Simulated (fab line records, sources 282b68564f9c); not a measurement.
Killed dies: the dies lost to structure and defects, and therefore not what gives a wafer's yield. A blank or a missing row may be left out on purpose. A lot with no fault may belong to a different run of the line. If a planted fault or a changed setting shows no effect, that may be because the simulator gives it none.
A lot that was struck, set against a sound lot	flow rit-cmos	18 out of 202 route steps
Sound: wafers L427.3, L427.4, L427.6. Wafers struck: L433.4, L433.5, L433.6. At the end, the cause is stated.
Order at every step that has rows: each side's tool, ch and its chambers, its first start. Under that, the readings that differ: sound wafers	struck wafers	difference of the means	sigmas: that difference in standard deviations of wafers without a fault.
alike: words and numbers the same on both sides, and readings whose means are apart by under 2 such deviations; not compared: readings that were withheld, readings missing a value for some wafer, numbers with overlapping values and no deviation given by the record, and bounds like >300 which may hide the same value.
The two part at a step that has a row with sigmas, a row that says differs or no value, or rows on one side only. Numbers that don't overlap but have no deviation are shown without sigmas and don't part them. Lack of a reading on every wafer of one side parts them only where that side has two or more wafers.

RIT_M1_SPUTTER_00: material Al, target thk 400 nm, time 500 s.
  sound: pvd-sputter-01 at day 3 10:13; struck: pvd-sputter-04 at day 4 16:13
  alike: throttle-valve-pct
RIT_M1_RS_MEAS_01: the measuring method here is four-point-probe.
  sound: film-metro-01 at day 3 10:33; struck: film-metro-03 at day 4 16:34
  alike: M1_AL_RS
RIT_M1_THK_MEAS_02: measures by xrf.
  sound: film-metro-01 at day 3 10:39; struck: film-metro-03 at day 4 16:40
  alike: M1_AL_THK
then, 6 steps without rows for these wafers: RIT_M1_HMDS_03 (prime time 60 s); RIT_M1_COAT_04 (resist thk 1300 nm); RIT_M1_SOFTBAKE_05 (time 60 s); RIT_M1_EXPOSE_06 (exposes mask M12, target cd 2600 nm); RIT_M1_PEB_07; RIT_M1_DEVELOP_08 (develop time 68 s).
RIT_M1_CD_MEAS_09 targets a cd of 2600 nm.
  sound: cd-sem-02 at day 3 11:52; struck: cd-sem-01 at day 4 17:46
  alike: cd-nm
RIT_M1_OVL_MEAS_10:
  sound: overlay-02 at day 3 11:57; struck: overlay-02 at day 4 17:50
  alike: M1_OVL
then, 1 step without rows for these wafers: RIT_M1_HARDBAKE_11 (time 120 s).
RIT_M1_METAL_ETCH_12: etches Al in Cl2/BCl3, stops on SiO2, time 165 s, target depth 600 nm.
  sound on rie-metal-02 ch 0,1, day 3 12:26; struck on rie-metal-02 ch 0,1, day 4 18:10
reading	sound	struck	difference	sigmas
model.NOVOLAK_of_M1_COAT_04.thk-nm (nm)	813.7 813.5 814.5	882.1 879.6 882.8	+67.6	
model.M1.feature-depth-nm (nm)	427.4 430.9 427.3	424.6 423.4 425.6	-4.0	
  alike: drypump-motor-current-A, oes-product-au, throttle-valve-pct
  not compared: rf-hours-counter-h
then, 1 step without rows for these wafers: RIT_M1_STRIP_13 (strips in nmp, time 600 s).
RIT_M1_STRIP_14: strips in O2, time 180 s.
  sound on plasma-asher-03 ch 0,1, day 3 12:47; struck on plasma-asher-03 ch 0,1, day 4 18:30
  alike: drypump-motor-current-A
  not compared: rf-hours-counter-h
RIT_M1_CD_MEAS_90 targets a cd of 2600 nm.
  sound: cd-sem-02 at day 3 12:56; struck: cd-sem-01 at day 4 18:41
reading	sound	struck	difference	sigmas
cd-nm (nm)	2596.1 2597.5 2598.2	2607.5 2607.1 2605.2	+9.3	+4
then, 1 step without rows for these wafers: RIT_M1_ANNEAL_15 (time 1800 s).
RIT_M1_PROBE_99:
  sound: prober-01 at day 3 14:44; struck: prober-02 at day 4 20:31
reading	sound	struck	difference	sigmas
model.etest.m1-comb-over-steps.leak-log10-a-um	-12.8 -12.81 -12.78	-10.93 -11.62 -11.11	+1.58	
model.etest.antenna-m1.vt-shift-v (V)	-0.01346 -0.01457 -0.01557	-0.002857 -0.001957 -0.004431	+0.011452	
  alike: defect-limited-yield, killed-at-contacts, killed-at-front-end, killed-dies, killed-open, killed-short

WHERE THEY PART
Within this record, at RIT_M1_CD_MEAS_90 only. Later steps at which nothing parts them and some readings are alike: RIT_M1_PROBE_99.

WHY: whatever the simulator had introduced
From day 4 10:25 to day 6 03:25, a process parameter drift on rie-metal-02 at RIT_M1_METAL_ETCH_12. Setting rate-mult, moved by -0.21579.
